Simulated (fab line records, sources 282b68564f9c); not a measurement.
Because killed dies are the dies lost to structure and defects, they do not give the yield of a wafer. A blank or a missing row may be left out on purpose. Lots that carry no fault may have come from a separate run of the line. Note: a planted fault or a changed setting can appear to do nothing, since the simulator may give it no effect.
Code-filled problem report in 8D (eight disciplines) form ; flow rit_cmos ; the parts of the form that need people (team, actions taken, sign-off) are left out

## 1. WHAT IS WRONG
Wafers free of any fault read 3.03 nm (standard deviation 0.06) for GATE_OXIDE_THK at RIT_GATE_THK_MEAS_07, against a mean of 2.45 nm on 6 wafers of 2 lots. Measured from the usual mean, that is -9.7 standard deviations.
Seen first at day 4 19:09 on film_metro-03, wafer L210.1. At this step, 42 wafers from 14 lots have a number in the record. By rule, "out" or "out of limits" means more than 4 standard deviations away from the usual mean. All remaining wafers that have a number are taken as sound.

## 2. WHAT IT IS, WHAT IT ISN'T
question;is;is not
which readings at this step;GATE_OXIDE_THK;-
which lots;L210, L213;L199, L200, L201, L202, L203, L204, L209, L215, L216, L217, L218, L221
which wafers of those lots;all that have a number;-
read on which gauges;film_metro-01, film_metro-03;film_metro-02
when;from day 4 19:09;"up to then (21 sound wafers); but 15 sound wafers of L215, L216, L217, L218, L221 came after"

## 3. WHAT RULES OUT EACH SUSPECT
Counting: a tool stays on the suspect list if, at a process step up to the reading, it processed all lots that are out and no sound lot following the first of them.
- ruled out: the gauge at RIT_GATE_THK_MEAS_07. Those wafers that are out were read across 2 gauges (film_metro-01, film_metro-03).
- furnace-04 at RIT_GATE_OXIDATION_05 (target thk 3 nm, ox time 270 s): kept. All lots that are out passed through it, beginning with L210 at day 4 17:50, and no sound lot followed; its final sound lot before that point was L200 at day 2 16:08. Its own spike_tc_centre_C, spike_tc_load_C, spike_tc_source_C readings are out on those wafers.
The count leaves furnace-04 at RIT_GATE_OXIDATION_05.

## 4. THE CAUSE (what the simulator had put in)
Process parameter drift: furnace-04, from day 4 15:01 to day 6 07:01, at RIT_GATE_OXIDATION_05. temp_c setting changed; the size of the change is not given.
This tool alone remained once counting was done.

## 5. THE EFFECT CHAIN, in route order
Rows list readings where the struck wafers' mean (over those with a number) sits beyond 3 standard deviations from the usual. Only readings for which the record gives a usual standard deviation are gone through. hours: the time from each lot's start at the first step in this table that gives one to its start at this step, as a median over the lots. sigmas: the change in usual standard deviations.
hours;step;reading;usual;on struck wafers;change;sigmas
0;RIT_GATE_OXIDATION_05;spike_tc_centre_C;902.6 C;886.1;-16.5;-15
0;RIT_GATE_OXIDATION_05;spike_tc_load_C;926.3 C;909.8;-16.5;-10
0;RIT_GATE_OXIDATION_05;spike_tc_source_C;926.4 C;913.4;-13.0;-5.4
1;RIT_GATE_THK_MEAS_07;GATE_OXIDE_THK;3.03 nm;2.45;-0.58;-9.7
Here are the process steps it includes:
- RIT_GATE_OXIDATION_05: target thk 3 nm, ox time 270 s.

## 6. WHAT WOULD HAVE CAUGHT IT SOONER
Counted from the fault's start at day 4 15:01, it took 4 hours until the first out-of-limits reading at a measuring or inspecting step in this record, taken at day 4 19:09.
Tool's own readings at RIT_GATE_OXIDATION_05, spike_tc_centre_C, spike_tc_load_C, spike_tc_source_C: out on all struck wafers the step has rows for; an alarm limit on them would have tripped on the first.
Lots out: 2; of these, L213 started RIT_GATE_OXIDATION_05 on furnace-04 after day 4 19:09. A tool hold placed at that time would have kept it from harm.
